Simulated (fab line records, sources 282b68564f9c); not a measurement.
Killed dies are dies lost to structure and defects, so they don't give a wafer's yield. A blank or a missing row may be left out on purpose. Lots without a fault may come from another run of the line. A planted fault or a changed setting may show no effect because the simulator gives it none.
One fault seen from 2 desks | flow rit_cmos | each desk has only its own numbers; what lay behind them comes last

THE TOOL OWNER'S DESK: rie_metal-01
The tool's own readings at RIT_M1_METAL_ETCH_12 (etches Al in Cl2/BCl3, stops on SiO2, time 165 s, target depth 600 nm): means of the sampled wafers that have a number, for each lot that ran on this tool. A lot is out of limits, marked OUT, if its mean lies more than 4 standard deviations from the usual mean; the brackets give that distance.
Columns: A = drypump_motor_current_A at RIT_M1_METAL_ETCH_12, usual 5.5 A; B = oes_product_au at RIT_M1_METAL_ETCH_12, usual 0.792 a.u.; C = throttle_valve_pct at RIT_M1_METAL_ETCH_12, usual 8.22 %
lot  | first seen here | A   | B     | C
L617 | day 4 23:44     | 5.5 | 0.789 | 8.46
L623 | day 6 04:13     | 5.4 | 0.814 | 8.32
L626 | day 6 17:23     | 5.5 | 0.831 | 8.46
This desk's finding: nothing out of limits on any of the 3 lots.

THE METROLOGY DESK
What the gauges read, lot by lot, whatever tool the lot ran on: means of the sampled wafers that have a number. A lot is out of limits, marked OUT, if its mean lies more than 4 standard deviations from the usual mean; the brackets give that distance.
Columns: A = M1_AL_RS at RIT_M1_RS_MEAS_01, usual 0.0698 ohm/sq; B = M1_AL_THK at RIT_M1_THK_MEAS_02, usual 412 nm; C = cd_nm at RIT_M1_CD_MEAS_09, usual 2599.8 nm; D = M1_OVL at RIT_M1_OVL_MEAS_10, usual 0.6 nm
lot  | first seen here | A      | B   | C      | D
L616 | day 4 16:58     | 0.0701 | 410 | 2598.6 | 0.9
L617 | day 4 22:02     | 0.0690 | 416 | 2604.8 | 0.5
L623 | day 6 02:22     | 0.0697 | 417 | 2598.7 | 1.4
L624 | day 6 05:02     | 0.0703 | 408 | 2598.5 | -1.3
L626 | day 6 15:44     | 0.0693 | 414 | 2601.8 | 1.4
L629 | day 7 12:11     | 0.0696 | 414 | 2600.5 | 2.6
This desk's finding: nothing out of limits on any of the 6 lots.

PUT TOGETHER
The tool owner's desk saw nothing out of limits.
The metrology desk saw nothing out of limits.

WHAT THE SIMULATOR HAD PUT IN
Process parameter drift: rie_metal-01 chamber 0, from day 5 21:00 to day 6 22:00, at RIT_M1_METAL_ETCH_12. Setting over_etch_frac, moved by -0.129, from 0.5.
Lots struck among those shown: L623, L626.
